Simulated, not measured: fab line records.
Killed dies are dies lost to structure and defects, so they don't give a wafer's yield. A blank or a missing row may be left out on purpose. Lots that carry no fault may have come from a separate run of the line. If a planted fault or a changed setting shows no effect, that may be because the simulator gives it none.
fab line records | flow berkeley_cmos170
[record] lots = 6 | wafers = 18 | last_day = 14
route steps=331 shown PLDD@155 NLDD@158
lots with no fault: from the same line, run without faults
start_h: the number of hours between the record's first day and the start of the first shown wafer of the lot | wait_h: hours from the lot's prior step to this one | " same as the row above | L1.1+2: several wafers, shown together as one row | - no value, or no start was given | * or withheld: withheld | < > ~ a bound
route shown NAME@n: a module of which the file shows steps, and the number in the route of the first | usual: mean and standard deviation over wafers with no fault | same: alike in all rows | chamber/n: place in a boat | sites: each site's reading | _std_site: standard deviation across them | _edge_site: the outer-site mean with the inner-site mean subtracted | radius_mm: how far each site lies from the wafer's centre | mask NAME#n: copy n | behind: the tool/chamber that last shaped the wafer | hold: why the lot was held/for how many hours/how that ended | device: the transistor (n, p or np) that didn't switch | end of line: the tests these same wafers got at the end of their route | where a step has no rows: the recipe by itself | killed: count of dies lost to structure and defects at first sort (not the wafer's yield) | map: dies across one wafer; x = killed, . = not, _ = none there
set.NAME: the setting the step ran with; set.NAME@STEP: the setting that earlier step ran with | model.NAME: the simulator's own value behind a step, which no gauge read
lots at some steps of the route; a table a step, a row a wafer
services: the hour from which a tool's chamber was out of use, counted from the record's first day as start_h (under 0 if before that day), plus the number of hours and why
[[steps]]
[step UCB170_PLDD_STRIP_10]
[recipe] chemistry = O2 | power_w = 400 | pressure_mtorr = 3500 | platen_temp_c = withheld | o2_flow_sccm = 400 | overash_fraction = 0.5
[usual] drypump_motor_current_A = 5.7/0.52 | oes_product_au = 0.735/0.0044 | strip_time_to_endpoint_s = 21.63/0.051
[same] overash_fraction = 0.5
lot.wafer | tool            | chamber | start_h | wait_h | drypump_motor_current_A | oes_product_au | rf_hours_counter_h | strip_time_to_endpoint_s
L543.3    | plasma_asher-01 | 1       | 181.47  | 0.1    | 5.7                     | 0.739          | -                  | 21.70
L543.4    | "               | 0       | "       | "      | 5.1                     | 0.734          | -                  | 21.60
L543.6    | "               | 0       | "       | "      | 5.1                     | 0.735          | -                  | 21.61
L548.2    | plasma_asher-03 | 1       | 213.18  | 0.1    | 5.3                     | 0.742          | 53                 | 21.64
L548.3    | "               | 1       | "       | "      | 5.3                     | 0.733          | -                  | 21.67
L548.6    | "               | 0       | "       | "      | 6.4                     | 0.733          | -                  | 21.67
L551.1    | plasma_asher-01 | 1       | 224.96  | 0.1    | 5.7                     | 0.734          | 13                 | 21.71
L551.4    | "               | 1       | "       | "      | 5.7                     | 0.733          | -                  | 21.70
L551.6    | "               | 0       | "       | "      | 5.1                     | 0.738          | -                  | 21.66
L553.1    | plasma_asher-01 | 1       | 245.67  | 0.1    | 5.7                     | 0.734          | 15                 | 21.67
L553.4    | "               | 1       | "       | "      | 5.7                     | 0.731          | -                  | 21.63
L553.5    | "               | 0       | "       | "      | 5.2                     | 0.734          | -                  | 21.64
L555.2    | plasma_asher-03 | 0       | 258.04  | 0.1    | 6.5                     | 0.727          | 58                 | 21.68
L555.3    | "               | 0       | "       | "      | 6.5                     | 0.739          | -                  | 21.70
L555.4    | "               | 1       | "       | "      | 5.3                     | 0.722          | -                  | 21.78
L560.1    | plasma_asher-03 | 1       | 290.77  | 0.1    | 5.3                     | 0.739          | 62                 | 21.64
L560.2    | "               | 0       | "       | "      | 6.4                     | 0.735          | 62                 | 21.58
L560.4    | "               | 0       | "       | "      | 6.4                     | 0.743          | -                  | 21.59
[step UCB170_PLDD_TW_MEAS_11]
[usual] PLDD_TW = 1004/5.4
lot.wafer | tool          | chamber | start_h | wait_h | PLDD_TW
L543.3    | film_metro-04 | -       | 181.55  | 0.1    | 1007
L543.4    | "             | -       | "       | "      | 1009
L543.6    | "             | -       | "       | "      | 1009
L548.2    | film_metro-02 | -       | 213.29  | 0.1    | 992
L548.3    | "             | -       | "       | "      | 996
L548.6    | "             | -       | "       | "      | 995
L551.1    | film_metro-04 | -       | 225.06  | 0.1    | 1013
L551.4    | "             | -       | "       | "      | 1006
L551.6    | "             | -       | "       | "      | 1004
L553.1    | film_metro-04 | -       | 245.77  | 0.1    | 1004
L553.4    | "             | -       | "       | "      | 1001
L553.5    | "             | -       | "       | "      | 1002
L555.2    | film_metro-04 | -       | 258.15  | 0.1    | 1005
L555.3    | "             | -       | "       | "      | 1006
L555.4    | "             | -       | "       | "      | 1003
L560.1    | film_metro-02 | -       | 290.87  | 0.1    | 994
L560.2    | "             | -       | "       | "      | 997
L560.4    | "             | -       | "       | "      | 999
[step UCB170_PLDD_CLEAN_12]
[recipe] chemistry = SPM | temp_c = 120 | time_s = 600
[step UCB170_NLDD_HMDS_00]
[recipe] prime_time_s = 60 | prime_temp_c = 100
[step UCB170_NLDD_COAT_01]
[recipe] resist = KrF | spin_rpm = 1500 | resist_thk_nm = 900
[step UCB170_NLDD_SOFTBAKE_02]
[recipe] resist = KrF | temp_c = 130 | time_s = 60
[step UCB170_NLDD_EXPOSE_03]
[recipe] mask_id = NSELECT | na = 0.5 | sigma_outer = 0.6 | source_shape = conventional | target_cd_nm = 1200 | dose_mj = 30
[step UCB170_NLDD_PEB_04]
[recipe] peb_temp_c = 130.3 | peb_time_s = withheld | resist = KrF
[step UCB170_NLDD_DEVELOP_05]
[recipe] developer = TMAH | develop_time_s = 45 | resist = KrF | dev_temp_c = 21
[step UCB170_NLDD_CD_MEAS_06]
[recipe] target_cd_nm = 1200
[usual] cd_nm = 1199.8/1.5
lot.wafer | tool      | chamber | start_h | wait_h | cd_nm
L543.3    | cd_sem-01 | -       | 182.92  | -      | 1200.8
L543.4    | "         | -       | "       | "      | 1198.8
L543.6    | "         | -       | "       | "      | 1199.9
L548.2    | cd_sem-02 | -       | 214.50  | -      | 1200.0
L548.3    | "         | -       | "       | "      | 1200.4
L548.6    | "         | -       | "       | "      | 1200.8
L551.1    | cd_sem-01 | -       | 226.35  | -      | 1199.2
L551.4    | "         | -       | "       | "      | 1199.7
L551.6    | "         | -       | "       | "      | 1199.9
L553.1    | cd_sem-01 | -       | 247.39  | -      | 1199.6
L553.4    | "         | -       | "       | "      | 1199.8
L553.5    | "         | -       | "       | "      | 1199.5
L555.2    | cd_sem-01 | -       | 259.36  | -      | 1197.3
L555.3    | "         | -       | "       | "      | 1197.5
L555.4    | "         | -       | "       | "      | 1197.5
L560.1    | cd_sem-02 | -       | 293.21  | -      | 1199.5
L560.2    | "         | -       | "       | "      | 1198.9
L560.4    | "         | -       | "       | "      | 1198.2
[step UCB170_NLDD_OVL_MEAS_07]
[usual] NLDD_OVL = -1/4.6
lot.wafer | tool       | chamber | start_h | wait_h | NLDD_OVL[nm]
L543.3    | overlay-01 | -       | 183.01  | 0.1    | 1
L543.4    | "          | -       | "       | "      | 3
L543.6    | "          | -       | "       | "      | -2
L548.2    | overlay-02 | -       | 214.61  | 0.1    | -8
L548.3    | "          | -       | "       | "      | -6
L548.6    | "          | -       | "       | "      | 4
L551.1    | overlay-01 | -       | 226.47  | 0.1    | -1
L551.4    | "          | -       | "       | "      | -2
L551.6    | "          | -       | "       | "      | 0
L553.1    | overlay-01 | -       | 247.51  | 0.1    | -3
L553.4    | "          | -       | "       | "      | 0
L553.5    | "          | -       | "       | "      | -4
L555.2    | overlay-01 | -       | 259.47  | 0.1    | 4
L555.3    | "          | -       | "       | "      | -1
L555.4    | "          | -       | "       | "      | -1
L560.1    | overlay-02 | -       | 293.33  | 0.1    | 0
L560.2    | "          | -       | "       | "      | 4
L560.4    | "          | -       | "       | "      | -2
[step UCB170_NLDD_IMPLANT_08]
[recipe] species = As | dose_cm2 = 5e+13 | energy_kev = 30 | tilt_deg = 7 | rotation_deg = 0
[step UCB170_NLDD_IMPLANT_09]
[recipe] species = As | dose_cm2 = 5e+13 | energy_kev = 30 | tilt_deg = 7 | rotation_deg = 180
[usual] beam_energy_keV = 29.999/0.0099
lot.wafer | tool         | chamber | start_h | wait_h | beam_energy_keV | model.implant.rp_nm | model.implant.drp_nm
L543.3    | implanter-04 | 0       | 183.24  | 0.1    | 30.006          | 21.05               | 9.611
L543.4    | "            | 0       | "       | "      | 29.999          | 21.05               | 9.611
L543.6    | "            | 0       | "       | "      | 30.014          | 21.05               | 9.611
L548.2    | implanter-03 | 0       | 214.81  | 0.1    | 30.959          | 21.6                | 9.835
L548.3    | "            | 0       | "       | "      | 30.971          | 21.6                | 9.835
L548.6    | "            | 0       | "       | "      | 30.971          | 21.6                | 9.835
L551.1    | implanter-03 | 0       | 226.66  | 0.1    | 30.964          | 22.32               | 9.835
L551.4    | "            | 0       | "       | "      | 30.964          | 22.32               | 9.835
L551.6    | "            | 0       | "       | "      | 30.950          | 22.32               | 9.835
L553.1    | implanter-01 | 0       | 247.69  | 0.1    | 30.013          | 21.14               | 9.611
L553.4    | "            | 0       | "       | "      | 30.005          | 21.14               | 9.611
L553.5    | "            | 0       | "       | "      | 29.994          | 21.14               | 9.611
L555.2    | implanter-01 | 0       | 259.67  | 0.1    | 29.998          | 21.66               | 9.611
L555.3    | "            | 0       | "       | "      | 29.993          | 21.66               | 9.611
L555.4    | "            | 0       | "       | "      | 29.985          | 21.66               | 9.611
L560.1    | implanter-03 | 0       | 293.52  | 0.1    | 30.010          | 21.3                | 9.611
L560.2    | "            | 0       | "       | "      | 30.011          | 21.3                | 9.611
L560.4    | "            | 0       | "       | "      | 30.003          | 21.3                | 9.611
[step UCB170_NLDD_STRIP_10]
[recipe] chemistry = O2 | power_w = 400 | pressure_mtorr = 3500 | platen_temp_c = withheld | o2_flow_sccm = 400 | overash_fraction = 0.5
[usual] drypump_motor_current_A = 5.4/0.37 | oes_product_au = 0.735/0.0047 | strip_time_to_endpoint_s = 21.62/0.059
[same] overash_fraction = 0.5
lot.wafer | tool            | chamber | start_h | wait_h | drypump_motor_current_A | oes_product_au | rf_hours_counter_h | strip_time_to_endpoint_s
L543.3    | plasma_asher-02 | 0       | 183.37  | 0.1    | 5.3                     | 0.730          | -                  | 21.62
L543.4    | "               | 1       | "       | "      | 5.2                     | 0.743          | -                  | 21.62
L543.6    | "               | 0       | "       | "      | 5.3                     | 0.737          | -                  | 21.65
L548.2    | plasma_asher-01 | 1       | 214.94  | 0.1    | 5.7                     | 0.735          | 11                 | 21.55
L548.3    | "               | 0       | "       | "      | 5.2                     | 0.732          | -                  | 21.56
L548.6    | "               | 1       | "       | "      | 5.7                     | 0.734          | -                  | 21.54
L551.1    | plasma_asher-01 | 1       | 226.81  | 0.1    | 5.7                     | 0.745          | 13                 | 21.58
L551.4    | "               | 0       | "       | "      | 5.1                     | 0.736          | -                  | 21.54
L551.6    | "               | 0       | "       | "      | 5.1                     | 0.735          | -                  | 21.66
L553.1    | plasma_asher-01 | 0       | 247.84  | 0.1    | 5.2                     | 0.731          | 15                 | 21.57
L553.4    | "               | 1       | "       | "      | 5.7                     | 0.726          | -                  | 21.58
L553.5    | "               | 1       | "       | "      | 5.7                     | 0.736          | -                  | 21.57
L555.2    | plasma_asher-01 | 0       | 259.80  | 0.1    | 5.1                     | 0.734          | 17                 | 21.69
L555.3    | "               | 0       | "       | "      | 5.2                     | 0.732          | -                  | 21.69
L555.4    | "               | 1       | "       | "      | 5.7                     | 0.739          | -                  | 21.70
L560.1    | plasma_asher-01 | 1       | 293.67  | 0.1    | 5.6                     | 0.736          | 20                 | 21.65
L560.2    | "               | 0       | "       | "      | 5.1                     | 0.748          | 20                 | 21.63
L560.4    | "               | 0       | "       | "      | 5.1                     | 0.739          | -                  | 21.65
[[services]]
tool            | chamber | start_h | hours | kind
implanter-04    | -       | 159.12  | 2.4   | repair
plasma_asher-03 | -       | 177.36  | 1.8   | repair
implanter-04    | -       | 248.25  | 1.1   | repair
plasma_asher-03 | -       | 258.62  | 0.9   | repair
implanter-03    | -       | 272.68  | 4.1   | pm
implanter-03    | -       | 278.30  | 7.5   | repair
[[key]]
[first_sign] step = UCB170_NLDD_IMPLANT_09 | reading = beam_energy_keV | direction = up | sigmas = 97 | usual = 29.999 | struck = 30.963
effect none on later readings
[model_effect] step = UCB170_NLDD_IMPLANT_09 | value = implant.rp_nm | without = 21.44 | struck = 21.96
met_at UCB170_NLDD_IMPLANT_09
struck_wafers L548.2,L548.3,L548.6,L551.1,L551.4,L551.6
tester_left_out L548,L551
[fault] kind = process_parameter_drift | tool = implanter-03 | chamber = - | onset_h = 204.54 | steps = UCB170_NLDD_IMPLANT_09 | channel = energy_kev | offset = 0.9587 | shape = step | end_h = 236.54 | acts_in = these_recipes_only | stated = 30
// tester_left_out: of these lots the tester's yield and bins aren't shown, on N5 and GAA mostly nor the transistor test; their killed dies are dies lost to structure and defects alone, not to doping, threshold or leakage, so they don't give the yield
